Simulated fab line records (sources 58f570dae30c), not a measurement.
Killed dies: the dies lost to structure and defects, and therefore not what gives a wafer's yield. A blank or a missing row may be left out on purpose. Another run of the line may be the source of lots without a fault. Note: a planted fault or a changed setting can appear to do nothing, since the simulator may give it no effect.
Comparing a struck lot with a sound one | flow berkeley cmos170 | 14 out of 331 route steps
Sound: these wafers, L878.1, L878.4, L878.5. Wafers struck: L873.1, L873.2, L873.4. The cause comes at the end.
Order at every step that has rows: each side's tool, ch and its chambers, its first start. Under that, the readings that differ: sound wafers | struck wafers | difference of the means | sigmas: that difference in standard deviations of wafers without a fault.
alike: words and numbers the same on both sides, and readings whose means are apart by under 2 such deviations; not compared: readings that were withheld, readings missing a value for some wafer, numbers with overlapping values and no deviation given by the record, and bounds like >300 which may hide the same value.
The two part at a step that has a row with sigmas, a row that says differs or no value, or rows on one side only. Numbers that have no deviation but don't overlap get no sigmas and don't part them. Lack of a reading on every wafer of one side parts them only where that side has two or more wafers.

UCB170_M1_CD_MEAS_90 targets a cd of 700 nm.
  sound on cd sem-01 at day 11 07:46; struck on cd sem-01 at day 9 22:41
  alike: cd nm
then, 1 step without rows for these wafers: UCB170_M1_ANNEAL_14 (time 1200 s).
UCB170_V1_CVD_00: deposits SiO2 from TEOS/O2, target thk 2000 nm, time 250 s.
  sound on pecvd-01 ch 0,1, day 11 10:09; struck on pecvd-02 ch 0,1, day 10 00:10
  alike: heater power w
UCB170_V1_THK_MEAS_01:
  sound on film metro-04 at day 11 10:18; struck on film metro-03 at day 10 00:19
  alike: V1_TEOS_THK
UCB170_V1_CMP_02: polishes SiO2.
  sound on cmp-02 ch 1,3, day 11 10:22; struck on cmp-01 ch 0,1,2, day 10 00:26
  alike: edge zone pressure frac, motor current A, slurry flow ml min
UCB170_V1_BOW_MEAS_03:
  sound on film metro-04 at day 11 10:40; struck on film metro-02 at day 10 00:41
  alike: V1_BOW
UCB170_V1_THK_MEAS_04:
  sound on film metro-04 at day 11 10:47; struck on film metro-02 at day 10 00:48
  alike: V1_POLISHED_THK
then, 5 steps without rows for these wafers: UCB170_V1_CLEAN_05 (cleans in DIW); UCB170_V1_HMDS_06 (prime time 60 s); UCB170_V1_COAT_07 (resist thk 900 nm); UCB170_V1_SOFTBAKE_08 (time 60 s); UCB170_V1_EXPOSE_09 (exposes mask VIA1, target cd 700 nm).
UCB170_V1_PEB_10:
  sound on litho track-02 ch 0, day 11 12:29; struck on litho track-04, day 10 01:44
  no value came back on the struck wafers for chill plate temp C (C), exhaust pa (Pa); on the sound wafers chill plate temp C (C) reads 23.16 23.12 23.10
then, 1 step without rows for these wafers: UCB170_V1_DEVELOP_11 (develop time 45 s).

WHERE THEY PART
Within this record, at UCB170_V1_PEB_10 only.

WHY: whatever the simulator had introduced
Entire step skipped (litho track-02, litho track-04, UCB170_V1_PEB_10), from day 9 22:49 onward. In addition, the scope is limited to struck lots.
